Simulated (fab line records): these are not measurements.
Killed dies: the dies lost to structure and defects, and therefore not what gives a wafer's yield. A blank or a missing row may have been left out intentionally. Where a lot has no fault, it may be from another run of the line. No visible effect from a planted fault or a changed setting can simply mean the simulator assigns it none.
What tool caused it? | flow berkeley cmos170 | 41 wafers from 14 lots sampled at 3 of the route's 331 steps

== WHAT THE GAUGES SHOWED, per wafer ==
UCB170_V2_THK_MEAS_01. Usual: V2_TEOS_THK 2000 nm, standard deviation 23.
lot  | measured     | on            | V2_TEOS_THK (nm) | flag
L934 | day 9 03:50  | film metro-01 | 1989 2022 2025   |
L936 | day 9 13:14  | film metro-01 | 1997 1992 2037   |
L937 | day 9 15:13  | film metro-01 | 1991 2004 2027   |
L939 | day 9 15:41  | film metro-02 | 1989 1974 1981   |
L938 | day 9 16:43  | film metro-04 | 1990 2037 2029   |
L935 | day 9 19:04  | film metro-04 | 1997 2019 2054   |
L941 | day 10 05:04 | film metro-02 | 1981 2036 2024   |
L942 | day 10 05:40 | film metro-04 | 1989 1975 2000   |
L943 | day 10 22:38 | film metro-04 | 1986 1964 2005   |
L946 | day 11 15:12 | film metro-01 | 1970 2020 2006   |
L948 | day 11 17:16 | film metro-01 | 1949 1991        |
L950 | day 12 01:44 | film metro-04 | 1985 2038 2006   |
L956 | day 13 12:55 | film metro-01 | 1975 1980 2011   |
L957 | day 13 19:59 | film metro-01 | 1983 1991 2014   |

UCB170_V2_CD_MEAS_90 targets a cd of 700 nm. Usual: 700.0 nm for cd nm, sd 1.7.
lot  | measured     | on        | cd nm (nm)        | flag
L934 | day 9 07:07  | cd sem-02 | 699.2 698.5 699.8 |
L936 | day 9 15:43  | cd sem-02 | 697.7 697.9 699.7 |
L937 | day 9 17:51  | cd sem-02 | 702.3 700.9 701.5 |
L939 | day 9 18:55  | cd sem-02 | 700.0 699.9 700.2 |
L938 | day 9 19:51  | cd sem-02 | 702.3 701.8 701.7 |
L935 | day 9 21:28  | cd sem-02 | 700.3 700.5 700.9 |
L941 | day 10 07:11 | cd sem-02 | 702.0 702.0 701.1 |
L942 | day 10 07:47 | cd sem-02 | 702.0 702.4 702.0 |
L943 | day 11 02:46 | cd sem-02 | 699.8 702.4 700.3 |
L946 | day 11 17:59 | cd sem-02 | 702.4 703.3 701.3 |
L948 | day 11 20:19 | cd sem-01 | 697.3 698.4       |
L950 | day 12 04:55 | cd sem-01 | 702.4 702.2 700.7 |
L956 | day 13 15:43 | cd sem-01 | 700.0 698.9 699.5 |
L957 | day 13 22:16 | cd sem-01 | 700.5 700.2 699.5 |

== WHICH TOOL RAN EACH LOT (tool, then ch and the chambers of the sampled wafers, then the start) ==
lot  | UCB170_M2_PRE_CLEAN_00
L934 | pvd sputter-02, day 9 00:15
L936 | pvd sputter-02, day 9 10:34
L937 | pvd sputter-01, day 9 10:49
L939 | pvd sputter-03, day 9 12:23
L938 | pvd sputter-02, day 9 13:23
L935 | pvd sputter-01, day 9 15:43
L941 | pvd sputter-03, day 10 02:23
L942 | pvd sputter-01, day 10 02:40
L943 | pvd sputter-03, day 10 18:43
L946 | pvd sputter-03, day 11 12:13
L948 | pvd sputter-01, day 11 13:34
L950 | pvd sputter-01, day 11 17:17
L956 | pvd sputter-02, day 13 10:02
L957 | pvd sputter-03, day 13 14:55
- UCB170_M2_PRE_CLEAN_00: preclean etch time 60 s.

== WHAT THE TOOLS THEMSELVES READ (means of the sampled wafers that have a number; where no wafer has one, the mark that the record gives instead) ==
The record holds no such reading with a usual standard deviation.

== THE ANSWER, worked out from the rows above alone ==
Rule: a lot counts as off when the mean over its wafers that have a number is more than 3 standard deviations away from the usual mean. Also off: a lot with no number at a reading for which 4 or more lots have one. Any other lot the step has rows for is counted as sound. After the gauges, taken in route order, come the tools' own readings; for these a lot's mean is taken, as printed above. The first step at which some lot is off is used, and at that step the reading that is off furthest; a lot without a number counts as furthest.
No lot is off at any reading shown: from this, nothing can be told.

== WHAT THE SIMULATOR HAD INSERTED ==
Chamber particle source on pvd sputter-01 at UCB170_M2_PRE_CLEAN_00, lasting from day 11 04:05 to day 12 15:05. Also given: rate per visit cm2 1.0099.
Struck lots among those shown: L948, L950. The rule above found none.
